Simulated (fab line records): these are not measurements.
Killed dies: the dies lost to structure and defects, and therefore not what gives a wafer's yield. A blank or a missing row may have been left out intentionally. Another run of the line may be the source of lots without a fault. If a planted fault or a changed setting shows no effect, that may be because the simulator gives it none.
Comparing a struck lot with a sound one -- flow ritCmos -- 20 out of 202 route steps
Sound: the wafers L759.2, L759.3, L759.5. Wafers struck: L764.1, L764.4, L764.5. The cause is given at the end.
At each step with rows: each side's tool, then ch and its chambers, then its first start. Under that, the readings that differ: sound wafers -- struck wafers -- difference of the means -- sigmas: that difference in standard deviations of wafers without a fault.
alike: words and numbers the same on both sides, and readings whose means are apart by under 2 such deviations; not compared: readings that were withheld, readings missing a value for some wafer, numbers with overlapping values and no deviation given by the record, and bounds like >300 which may hide the same value.
A row with sigmas, a row that says differs or no value, or rows on one side alone: a step with any of these is where the two part. Non-overlapping numbers with no deviation appear without sigmas and do not part them. A reading missing from all wafers of one side parts the sides only when that side holds two or more wafers.

first, 2 steps without rows for these wafers: RIT_NWELL_HARDBAKE_07 (time 120 s); RIT_NWELL_IMPLANT_08.
RIT_NWELL_STRIP_09: strips in O2, time 180 s.
  sound on plasmaAsher-01 ch 1, day 5 02:41; struck on plasmaAsher-03 ch 0,1, day 6 15:49
  alike: drypumpMotorCurrentA
  not compared: rfHoursCounterH
RIT_NWELL_TW_MEAS_10:
  struck on filmMetro-04, day 6 16:00; sound on filmMetro-04, day 5 02:53
  alike: NWELL_TW
then, 6 steps without rows for these wafers: RIT_PWELL_HMDS_00 (prime time 60 s); RIT_PWELL_COAT_01 (resist thk 1300 nm); RIT_PWELL_SOFTBAKE_02 (time 60 s); RIT_PWELL_EXPOSE_03 (exposes mask M3, target cd 43700 nm); RIT_PWELL_PEB_04; RIT_PWELL_DEVELOP_05 (develop time 68 s).
RIT_PWELL_OVL_MEAS_06:
  struck on overlay-01, day 6 17:04; sound on overlay-01, day 5 03:49
  alike: PWELL_OVL
then, 1 step without rows for these wafers: RIT_PWELL_HARDBAKE_07 (time 120 s).
RIT_PWELL_IMPLANT_08:
  sound on implanter-04 ch 0, day 5 04:07; struck on implanter-04 ch 0, day 6 17:21
reading,sound,struck,difference,sigmas
doseIonsCm2,6.996e+13 6.996e+13 7.01e+13,7.71e+13 7.7e+13 7.703e+13,+7.04e+12,+96
faradayCurrentUA,218 218 220,235 243 244,+22,+5
  alike: endStationPressureTorr
RIT_PWELL_STRIP_09: strips in O2, time 180 s.
  sound on plasmaAsher-01 ch 0,1, day 5 04:14; struck on plasmaAsher-01 ch 0,1, day 6 17:30
  alike: drypumpMotorCurrentA
  not compared: rfHoursCounterH
RIT_PWELL_TW_MEAS_10:
  struck on filmMetro-04, day 6 17:40; sound on filmMetro-03, day 5 04:26
  alike: PWELL_TW
then, 1 step without rows for these wafers: RIT_WELLDRIVE_ANNEAL_00 (time 14700 s).
RIT_WELLDRIVE_RS_MEAS_01: uses a four-point probe to measure.
  struck on filmMetro-02, day 7 03:05; sound on filmMetro-04, day 5 12:02
reading,sound,struck,difference,sigmas
NWELL_RS (ohm/sq),277.1 276.2 276.0,274.8 274.6 274.5,-1.8,-3
RIT_WELLDRIVE_RS_MEAS_02: uses a four-point probe to measure.
  struck on filmMetro-02, day 7 03:13; sound on filmMetro-04, day 5 12:10
reading,sound,struck,difference,sigmas
PWELL_RS (ohm/sq),428.3 427.5 429.2,403.3 405.1 403.4,-24.4,-20
then, 1 step without rows for these wafers: RIT_NRETRO_HMDS_00 (prime time 60 s).
RIT_M1_PROBE_99:
  struck on prober-02, day 8 13:53; sound on prober-01, day 7 09:59
reading,sound,struck,difference,sigmas
killedOpen,5 13 7,2 2 1,-7,-3
model.etest.nmos_0p3.rOnOhmUm,2063 2107 2080,2286 2253 2298,+196,
model.etest.pwellPinched.rsOhmSq,454.6 465.8 449.8,431.5 426.2 424.6,-29.3,
model.etest.pwell.rsOhmSq,411.5 412.2 412.2,391.2 391.5 389.2,-21.3,
model.etest.nmos_0p15.driveUaUm,489.9 492 480.3,435 421.7 428,-59,
model.etest.nmosNarrow.driveUaUm,235.7 241.3 232.8,205.4 202.7 203.2,-32.8,
model.etest.nmos_0p3.driveUaUm,236.8 239 234.7,202.7 202.2 200.2,-35.1,
model.etest.wellEdgeLeft.lineOhmUm,182.7 180.9 182.5,186.8 186.5 184.8,+4.0,
  alike: killed_at_M0_to_M3, killedAtContacts, killedAtFrontEnd, killedDies, killedShort
  not compared: model.etest.wellEdgeRight.lineOhmUm

WHERE THEY PART
First at RIT_PWELL_IMPLANT_08; last, within this record, at RIT_M1_PROBE_99.

WHY: what the simulator had put in
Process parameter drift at RIT_PWELL_IMPLANT_08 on implanter-04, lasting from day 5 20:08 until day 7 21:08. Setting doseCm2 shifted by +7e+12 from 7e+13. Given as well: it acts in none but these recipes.
